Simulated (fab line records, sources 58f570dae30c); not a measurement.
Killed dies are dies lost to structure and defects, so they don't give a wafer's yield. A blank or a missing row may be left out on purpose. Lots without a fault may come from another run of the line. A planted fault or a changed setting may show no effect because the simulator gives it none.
A struck lot beside a sound one | flow berkeley_cmos170 | 17 steps out of a route of 331
Sound: wafers L695.1, L695.3, L695.5. Struck: wafers L703.1, L703.3, L703.6. The cause comes at the end.
At each step with rows: each side's tool, then ch and its chambers, then its first start. Under that, the readings that differ: sound wafers | struck wafers | difference of the means | sigmas: that difference in standard deviations of wafers without a fault.
alike: readings whose means differ by less than 2 such deviations, and words and numbers that are the same on both sides. not compared: withheld readings, readings that some wafer has no value for, bounds like >300 that may hide the same value, and numbers for which the record gives no deviation and whose values overlap.
The two part at a step that has a row with sigmas, a row that says differs or no value, or rows on one side only. Numbers that don't overlap but have no deviation are shown without sigmas and don't part them. A reading that every wafer of one side lacks parts them only if that side has two wafers or more.

first, 1 step without rows for these wafers: UCB170_GATE_DEVELOP_11 (develop time 45 s).
UCB170_GATE_CD_MEAS_12: target cd 350 nm.
  sound on cd_sem-02, day 7 04:45; struck on cd_sem-01, day 8 17:02
  alike: cd_nm
UCB170_GATE_OVL_MEAS_13:
  sound on overlay-02, day 7 04:52; struck on overlay-02, day 8 17:09
  alike: GATE_OVL
UCB170_GATE_ETCH_14: etches BARC in N2/H2.
  sound on rie_diel-01 ch 0,2,3, day 7 04:54; struck on rie_diel-02 ch 0,3, day 8 17:11
  reading                     | sound       | struck      | difference | sigmas
  drypump_motor_current_A (A) | 5.8 6.2 6.0 | 4.7 5.2 5.2 | -1.0       | -2
  alike: oes_product_au, throttle_valve_pct
UCB170_GATE_ETCH_15: etches poly-Si in HBr/Cl2, stops on SiO2, time 56.3 s, target depth 278.2 nm.
  sound on rie_si-01 ch 0,3, day 7 04:57; struck on rie_si-02 ch 0,1,3, day 8 17:14
  alike: drypump_motor_current_A, oes_product_au, throttle_valve_pct
  not compared: rf_hours_counter_h
UCB170_GATE_STRIP_16: strips in O2.
  sound on plasma_asher-03 ch 0, day 7 04:59; struck on plasma_asher-03 ch 0,1, day 8 17:17
  alike: drypump_motor_current_A, o2_flow_sccm, oes_product_au
  not compared: rf_hours_counter_h
UCB170_GATE_CD_MEAS_90: target cd 350 nm.
  sound on cd_sem-01, day 7 05:05; struck on cd_sem-01, day 8 17:23
  alike: cd_nm
then, 5 steps without rows for these wafers: UCB170_GATE_CLEAN_17 (cleans in SPM, time 600 s); UCB170_PLDD_HMDS_00 (prime time 60 s); UCB170_PLDD_COAT_01 (resist thk 900 nm); UCB170_PLDD_SOFTBAKE_02 (time 60 s); UCB170_PLDD_EXPOSE_03 (exposes mask PSELECT, target cd 1200 nm).
UCB170_PLDD_PEB_04:
  sound on litho_track-01 ch 0, day 7 06:10; struck on litho_track-04 ch 0, day 8 19:16
  reading                  | sound                | struck               | difference | sigmas
  heater_power_total_W (W) | 56.84 56.83 56.75    | 55.07 55.10 55.04    | -1.74      | -35
  plate_temp_C (C)         | 129.87 130.15 129.77 | 126.88 126.85 126.93 | -3.04      | -25
then, 1 step without rows for these wafers: UCB170_PLDD_DEVELOP_05 (develop time 45 s).
UCB170_PLDD_CD_MEAS_06: target cd 1200 nm.
  sound on cd_sem-01, day 7 06:27; struck on cd_sem-01, day 8 19:33
  reading    | sound                | struck               | difference | sigmas
  cd_nm (nm) | 1200.5 1202.0 1201.2 | 1178.1 1178.0 1178.2 | -23.1      | -14
UCB170_PLDD_OVL_MEAS_07:
  sound on overlay-02, day 7 06:34; struck on overlay-01, day 8 19:40
  alike: PLDD_OVL
UCB170_M3_PROBE_99:
  the record has rows for the sound wafers here (prober-02, day 8 23:01) and none for the struck ones

WHERE THEY PART
First at UCB170_GATE_ETCH_14; last, within this record, at UCB170_M3_PROBE_99.

WHY: what the simulator had put in
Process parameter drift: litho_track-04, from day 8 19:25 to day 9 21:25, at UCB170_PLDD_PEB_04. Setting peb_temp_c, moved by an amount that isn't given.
